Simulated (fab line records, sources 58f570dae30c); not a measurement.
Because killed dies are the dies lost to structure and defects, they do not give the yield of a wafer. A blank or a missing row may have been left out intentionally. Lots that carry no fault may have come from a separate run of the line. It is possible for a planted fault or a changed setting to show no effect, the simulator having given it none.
Which tool is to blame? | flow berkeleyCmos170 | Sampling: 7 lots, 21 wafers, 2 of 331 route steps

## WHAT THE GAUGES SHOWED, per wafer
UCB170_V2_THK_MEAS_04.
lot  | measured     | on           | V2_POLISHED_THK (nm)
L920 | day 8 23:19  | filmMetro-04 | 1001.0 999.6 1002.8
L923 | day 9 13:06  | filmMetro-03 | 1000.0 1000.6 997.7
L925 | day 10 02:12 | filmMetro-03 | 999.1 1001.2 1001.1
L929 | day 10 11:54 | filmMetro-02 | 1001.3 999.1 1000.9
L930 | day 11 04:56 | filmMetro-04 | 1334.8 1358.8 1354.0
L932 | day 11 06:59 | filmMetro-04 | 1320.4 1339.7 1352.8
L942 | day 13 03:13 | filmMetro-03 | 998.3 1000.6 1000.9

## TOOL THAT RAN EACH LOT (tool first, then ch and the chambers of the sampled wafers, then the start)
lot  | UCB170_V2_CMP_02
L920 | cmp-02 ch 1,2,3, day 8 22:53
L923 | cmp-01 ch 0,1,3, day 9 12:50
L925 | cmp-01 ch 2,3, day 10 01:47
L929 | cmp-02 ch 0,3, day 10 11:32
L930 | cmp-02 ch 1,2, day 11 04:31
L932 | cmp-02 ch 0,2,3, day 11 06:37
L942 | cmp-01 ch 0,1,3, day 13 02:53
- UCB170_V2_CMP_02: polishes SiO2.

## THE ANSWER, worked out from the rows above alone
Rule: the lots themselves supply what counts as usual. Put in order of their means at a reading, lots are off if they are a third of the lots or fewer, leave a main group of 4 or more, and stand apart from it by a gap of 3 or more times the standard deviation of the main group's means; of several such gaps the widest counts. A main group whose means are all the same, to the digits that the tables above print for the reading, isn't used. Also off: a lot with no number at a reading for which 4 or more lots have one. Where the step has rows for the other lots, those lots are counted as sound.
Off: L930, L932, at UCB170_V2_THK_MEAS_04 (V2_POLISHED_THK). For the main group the mean is 1000.3 nm and the standard deviation 0.57.
A tool fits if, at a process step before that reading, it ran every lot that is off, and no sound lot after the first of them. Gauges at UCB170_V2_THK_MEAS_04: tried the same way as those tools. Can't be told from this: 2 tools fit, cmp-02 at UCB170_V2_CMP_02, filmMetro-04 at UCB170_V2_THK_MEAS_04.

## WHAT THE SIMULATOR HAD PUT IN
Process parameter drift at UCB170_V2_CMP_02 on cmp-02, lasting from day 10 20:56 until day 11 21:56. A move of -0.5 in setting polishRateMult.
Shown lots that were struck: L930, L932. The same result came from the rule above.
